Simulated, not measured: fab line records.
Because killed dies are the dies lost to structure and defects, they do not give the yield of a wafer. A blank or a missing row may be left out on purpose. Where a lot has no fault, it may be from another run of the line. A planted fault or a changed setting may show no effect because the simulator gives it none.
fab line records ; flow rit-cmos
[record] lots = 14; wafers = 42; last-day = 7
route steps=202 shown GATE@89
lots untouched by any fault: they come from a run of this same line in which no faults occurred
start-h: hours from the record's first day to the start of the lot's first wafer shown ; wait-h: hours elapsed since this lot's preceding step ; " as in the row above ; L1.1+2: a single row standing in for several wafers ; - no value, or no start given ; * or withheld: withheld ; < > ~ a bound
route shown NAME@n: a module of which the file shows steps, and the number in the route of the first ; usual: mean/standard deviation of fault-free wafers ; same: alike in all rows ; chamber/n: place in a boat ; sites: per-site readings ; _std_site: standard deviation of those values ; _edge_site: mean of outer sites minus mean of inner sites ; radius-mm: for every site, how far away it sits from the centre of the wafer ; mask NAME#n: copy n ; behind: tool/chamber where the wafer was last shaped ; hold: what put the lot on hold/how long, in hours/how the hold closed ; device: the n, p or np transistor that did not switch ; end of line: tests run on the same wafers once the route is complete ; step lacking rows: just its recipe ; killed: count of dies lost to structure and defects at first sort (not the wafer's yield) ; map: a wafer's dies, marking killed ones x, the rest . and places with no die _
set.NAME: the run value of the setting; set.NAME@STEP: its run value at that earlier step ; model.NAME: the simulator's own value behind a step, which no gauge read
route steps across a sampled set of lots; one table per step, one row per wafer
services: the hour from which a tool's chamber was out of use, counted from the record's first day as start-h (under 0 if before that day), plus the number of hours and why
[[steps]]
[step RIT_GATE_EXPOSE_13]
[recipe] mask-id = M6; na = 0.6; source-shape = conventional; sigma-outer = 0.6; target-cd-nm = 150; dose-mj = 380
[usual] exposure-dose-mJ-cm2 = 380.1/0.36; focus-offset-nm = 0.0/0.4
lot.wafer;tool;chamber;start-h;wait-h;mask;exposure-dose-mJ-cm2;focus-offset-nm
L941.3;iline-stepper-01;0;36.38;0.1;M6#0;380.3;0.4
L941.4;iline-stepper-01;0;36.38;0.1;M6#0;380.3;-0.1
L941.5;iline-stepper-01;0;36.38;0.1;M6#0;380.3;0.4
L943.2;iline-stepper-02;0;47.02;0.1;M6#0;380.4;-0.2
L943.3;iline-stepper-02;0;47.02;0.1;M6#0;380.0;-0.1
L943.4;iline-stepper-02;0;47.02;0.1;M6#0;380.4;-0.4
L945.1;iline-stepper-02;0;55.56;0.1;M6#0;380.0;-0.4
L945.3;iline-stepper-02;0;55.56;0.1;M6#0;380.0;-0.2
L945.6;iline-stepper-02;0;55.56;0.1;M6#0;379.7;-0.6
L946.1;iline-stepper-02;0;62.00;0.1;M6#0;380.3;-0.2
L946.3;iline-stepper-02;0;62.00;0.1;M6#0;379.8;-0.1
L946.6;iline-stepper-02;0;62.00;0.1;M6#0;380.7;0.2
L950.3;iline-stepper-01;0;80.95;0.1;M6#0;380.2;0.3
L950.4;iline-stepper-01;0;80.95;0.1;M6#0;379.4;-0.2
L950.5;iline-stepper-01;0;80.95;0.1;M6#0;379.6;0.3
L951.2;iline-stepper-02;0;86.71;0.2;M6#0;380.3;-0.1
L951.4;iline-stepper-02;0;86.71;0.2;M6#0;380.0;0.0
L951.5;iline-stepper-02;0;86.71;0.2;M6#0;380.0;0.9
L956.1;iline-stepper-02;-;115.07;0.2;M6#0;-;-
L956.3;iline-stepper-02;-;115.07;0.2;M6#0;-;-
L956.4;iline-stepper-02;-;115.07;0.2;M6#0;-;-
L957.4;iline-stepper-02;-;117.50;0.1;M6#0;-;-
L957.5;iline-stepper-02;-;117.50;0.1;M6#0;-;-
L957.6;iline-stepper-02;-;117.50;0.1;M6#0;-;-
L958.1;iline-stepper-02;0;121.08;0.1;M6#0;380.3;-0.3
L958.2;iline-stepper-02;0;121.08;0.1;M6#0;380.3;-0.3
L958.5;iline-stepper-02;0;121.08;0.1;M6#0;379.8;0.8
L960.3;iline-stepper-01;0;132.28;0.1;M6#0;380.2;0.1
L960.4;iline-stepper-01;0;132.28;0.1;M6#0;380.5;0.0
L960.5;iline-stepper-01;0;132.28;0.1;M6#0;380.8;-0.2
L961.4;iline-stepper-01;0;140.89;0.1;M6#0;380.1;0.4
L961.5;iline-stepper-01;0;140.89;0.1;M6#0;379.7;-0.2
L961.6;iline-stepper-01;0;140.89;0.1;M6#0;379.6;0.0
L962.3;iline-stepper-02;0;145.52;0.2;M6#0;379.7;0.6
L962.5;iline-stepper-02;0;145.52;0.2;M6#0;379.7;0.0
L962.6;iline-stepper-02;0;145.52;0.2;M6#0;380.2;0.1
L963.1;iline-stepper-02;0;146.97;0.1;M6#0;380.0;-0.1
L963.4;iline-stepper-02;0;146.97;0.1;M6#0;380.4;0.4
L963.5;iline-stepper-02;0;146.97;0.1;M6#0;380.1;-0.1
L964.2;iline-stepper-01;0;153.52;0.2;M6#0;380.7;0.5
L964.3;iline-stepper-01;0;153.52;0.2;M6#0;381.0;0.4
L964.5;iline-stepper-01;0;153.52;0.2;M6#0;380.2;0.6
[[services]]
tool;chamber;start-h;hours;kind
iline-stepper-01;-;46.49;21.0;repair
iline-stepper-02;-;67.48;2.1;pm
iline-stepper-02;-;69.57;-;consumable-replace:lamp
iline-stepper-01;-;85.88;1.7;pm
iline-stepper-01;-;117.26;2.1;pm
iline-stepper-01;-;119.34;-;consumable-replace:lamp
iline-stepper-02;-;119.34;1.7;pm
[[key]]
[first-sign] step = RIT_GATE_EXPOSE_13; reading = tool-record; direction = missing
effect none on later readings
met-at RIT_GATE_EXPOSE_13
struck-lots L956,L957
later-rows-left-out L956.1,L956.3,L956.4,L957.4,L957.5,L957.6
sort-left-out L956.1,L956.3,L956.4,L957.4,L957.5,L957.6
tester-left-out L956,L957
onset-between 86.71 115.07
[fault] kind = skipped-step-whole; tool = iline-stepper-02; chamber = -; onset-h = 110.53; steps = RIT_GATE_EXPOSE_13; scope = struck-lots-only
// tester-left-out: of these lots the tester's yield and bins aren't shown, on N5 and GAA mostly nor the transistor test; their killed dies are dies lost to structure and defects alone, not to doping, threshold or leakage, so they don't give the yield
// sort-left-out: the simulated sort isn't trusted on such a fault, so these wafers' sort isn't shown, and their yield isn't known
// later-rows-left-out: the simulator's readings of these wafers behind a module that went badly wrong aren't trusted and aren't shown, but for the sort
